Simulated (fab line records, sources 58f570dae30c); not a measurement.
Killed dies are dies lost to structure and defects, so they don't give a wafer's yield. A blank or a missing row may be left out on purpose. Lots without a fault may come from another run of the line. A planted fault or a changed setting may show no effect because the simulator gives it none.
Which tool did it? | flow berkeley_cmos170 | 7 lots, 21 wafers sampled, at 2 steps of a route of 331

WHAT THE GAUGES READ, wafer by wafer
UCB170_PLDD_CD_MEAS_06: target cd 1200 nm.
lot  | measured     | on        | cd_nm (nm)
L900 | day 7 05:11  | cd_sem-01 | 1199.2 1199.3 1199.8
L901 | day 7 19:28  | cd_sem-01 | 1204.0 1202.7 1203.0
L904 | day 8 04:13  | cd_sem-01 | 1200.4 1201.5 1200.9
L906 | day 8 22:10  | cd_sem-02 | 1198.9 1199.5 1200.6
L909 | day 9 13:53  | cd_sem-02 | 1200.1 1200.4 1200.4
L915 | day 10 11:19 | cd_sem-01 | 1171.7 1171.5 1171.6 1171.7 1171.5 1171.7
L917 | day 10 21:08 | cd_sem-01 | 1201.5 1200.0 1199.6

WHICH TOOL RAN EACH LOT (tool, then ch and the chambers of the sampled wafers, then the start)
lot  | UCB170_PLDD_PEB_04
L900 | litho_track-04 ch 0, day 7 04:55
L901 | litho_track-02 ch 0, day 7 19:11
L904 | litho_track-03 ch 0, day 8 03:56
L906 | litho_track-02 ch 0, day 8 21:53
L909 | litho_track-04 ch 0, day 9 13:37
L915 | litho_track-04 ch 0, day 10 11:03
L917 | litho_track-03 ch 0, day 10 20:52
- UCB170_PLDD_PEB_04

THE ANSWER, worked out from the rows above alone
Rule: what is usual is taken from the lots themselves. Put in order of their means at a reading, lots are off if they are a third of the lots or fewer, leave a main group of 4 or more, and stand apart from it by a gap of 3 or more times the standard deviation of the main group's means; of several such gaps the widest counts. A main group whose means are all the same, to the digits that the tables above print for the reading, isn't used. A lot without any number at a reading at which 4 lots or more have one is off too. The other lots that the step has rows for count as sound.
Off: L915, at UCB170_PLDD_CD_MEAS_06 (cd_nm). The main group: mean 1200.7 nm, standard deviation 1.3.
A tool fits if, at a process step before that reading, it ran every lot that is off, and no sound lot after the first of them. The gauges at UCB170_PLDD_CD_MEAS_06 are tried like those tools. One fits: litho_track-04 at UCB170_PLDD_PEB_04. Its last sound lot is L909 (day 9 13:37), its first lot that is off L915 (day 10 11:03): a fault that began between those two fits.

WHAT THE SIMULATOR HAD PUT IN
Process parameter drift: litho_track-04, from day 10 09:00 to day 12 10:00, at UCB170_PLDD_PEB_04. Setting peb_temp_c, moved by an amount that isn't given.
Lots struck among those shown: L915. The rule above found the same.
